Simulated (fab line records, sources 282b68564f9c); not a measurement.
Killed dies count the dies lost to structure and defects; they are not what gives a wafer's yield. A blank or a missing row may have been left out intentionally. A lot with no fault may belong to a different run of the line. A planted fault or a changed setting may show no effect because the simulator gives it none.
Split-lot study + flow rit-cmos + 5 lots, 23 wafers read, on a route of 202 steps

## THE SPLIT ITSELF
At RIT_PSD_IMPLANT_08, the setting dose-cm2 was moved away from the recipe's 5e+15 on 9 of the 23 wafers read, by -7.0% to +7.2%. For the rest of the wafers, this setting stayed at what the recipe calls for.

## FROM THE SPLIT TO THE READING: what the file shows between them, 3 steps
- RIT_PSD_STRIP_09: strips in O2, time 180 s
- RIT_SDANNEAL_CLEAN_02: cleans in SC2, time 600 s
- RIT_SDANNEAL_RTA_03: time 5 s

## THE READING
PSD_RS, in ohm/sq, at RIT_SDANNEAL_RS_MEAS_04 (measures by four-point-probe). Typical for fault-free wafers on this fab line: 115.96 ohm/sq, with standard deviation 0.25 ohm/sq.

| wafer  | tool, chamber at the split | dose-cm2 as run | against the recipe | PSD_RS, ohm/sq | against lot-mates on the recipe |
|--------|----------------------------|-----------------|--------------------|----------------|---------------------------------|
| L074.1 | implanter-03, 0            | 4.859e+15       | -2.8%              | 115.71         | +0.21                           |
| L074.2 | implanter-03, 0            | 4.859e+15       | -2.8%              | 115.71         | +0.21                           |
| L074.3 | implanter-03, 0            | 5e+15           | recipe             | 115.60         | -                               |
| L074.4 | implanter-03, 0            | 4.859e+15       | -2.8%              | 115.95         | +0.45                           |
| L074.6 | implanter-03, 0            | 5e+15           | recipe             | 115.39         | -                               |
| L078.1 | implanter-01, 0            | 4.65e+15        | -7.0%              | 117.04         | +0.91                           |
| L078.2 | implanter-01, 0            | 5e+15           | recipe             | 116.11         | -                               |
| L078.4 | implanter-01, 0            | 5e+15           | recipe             | 116.36         | -                               |
| L078.5 | implanter-01, 0            | 5e+15           | recipe             | 115.91         | -                               |
| L078.6 | implanter-01, 0            | 4.65e+15        | -7.0%              | 116.81         | +0.68                           |
| L081.2 | implanter-04, 0            | 5e+15           | recipe             | 115.84         | -                               |
| L081.3 | implanter-04, 0            | 5e+15           | recipe             | 115.98         | -                               |
| L081.6 | implanter-04, 0            | 5e+15           | recipe             | 115.92         | -                               |
| L082.1 | implanter-01, 0            | 5e+15           | recipe             | 115.85         | -                               |
| L082.3 | implanter-01, 0            | 4.824e+15       | -3.5%              | 116.28         | +0.36                           |
| L082.4 | implanter-01, 0            | 5e+15           | recipe             | 116.11         | -                               |
| L082.5 | implanter-01, 0            | 4.824e+15       | -3.5%              | 116.42         | +0.50                           |
| L082.6 | implanter-01, 0            | 5e+15           | recipe             | 115.81         | -                               |
| L085.1 | implanter-04, 0            | 5.358e+15       | +7.2%              | 115.02         | -0.96                           |
| L085.2 | implanter-04, 0            | 5.358e+15       | +7.2%              | 115.05         | -0.93                           |
| L085.4 | implanter-04, 0            | 5e+15           | recipe             | 116.28         | -                               |
| L085.5 | implanter-04, 0            | 5e+15           | recipe             | 115.94         | -                               |
| L085.6 | implanter-04, 0            | 5e+15           | recipe             | 115.71         | -                               |

THE FIT
A straight line over all 23 wafers: PSD_RS changes by -0.118 ohm/sq for each +1% of dose-cm2; r = -0.82; the points scatter about the line by 0.27 ohm/sq.
The same after taking each lot's own level away (the mean of its wafers on the recipe; 23 wafers): -0.122 ohm/sq for each +1%; r = -0.94; scatter 0.15 ohm/sq.
The reading moves by 0.87 ohm/sq for the largest change in dose-cm2, on that fit.
Measured against the standard deviation above, the lots' own levels, which go from 115.495 to 116.127 ohm/sq, span 2.5 times it.
Consequently the slope shifts little with the lot-to-lot level, the two slopes agreeing.
Check: with one of the wafers moved furthest among these (+7.2%) left out of the fit, the line predicts -0.864 ohm/sq for it against its lot-mates. It came out at -0.957 ohm/sq against them.

## ADDITIONAL SPLITS CARRIED BY THESE WAFERS
Note: prior to the reading, these wafers also went through further splits. Each is held against what the fit with the lots' levels taken away leaves over:
| other split on the same wafers | wafers away from the commonest value | r with PSD_RS (lot level and that fit taken away) |
|--------------------------------|--------------------------------------|---------------------------------------------------|
| RIT_PSD_COAT_01 spin-rpm       | 5                                    | -0.02                                             |

## FILE'S OWN FIT
PSD_RS changes by -0.122 ohm/sq for each +1% of dose-cm2, r = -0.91.
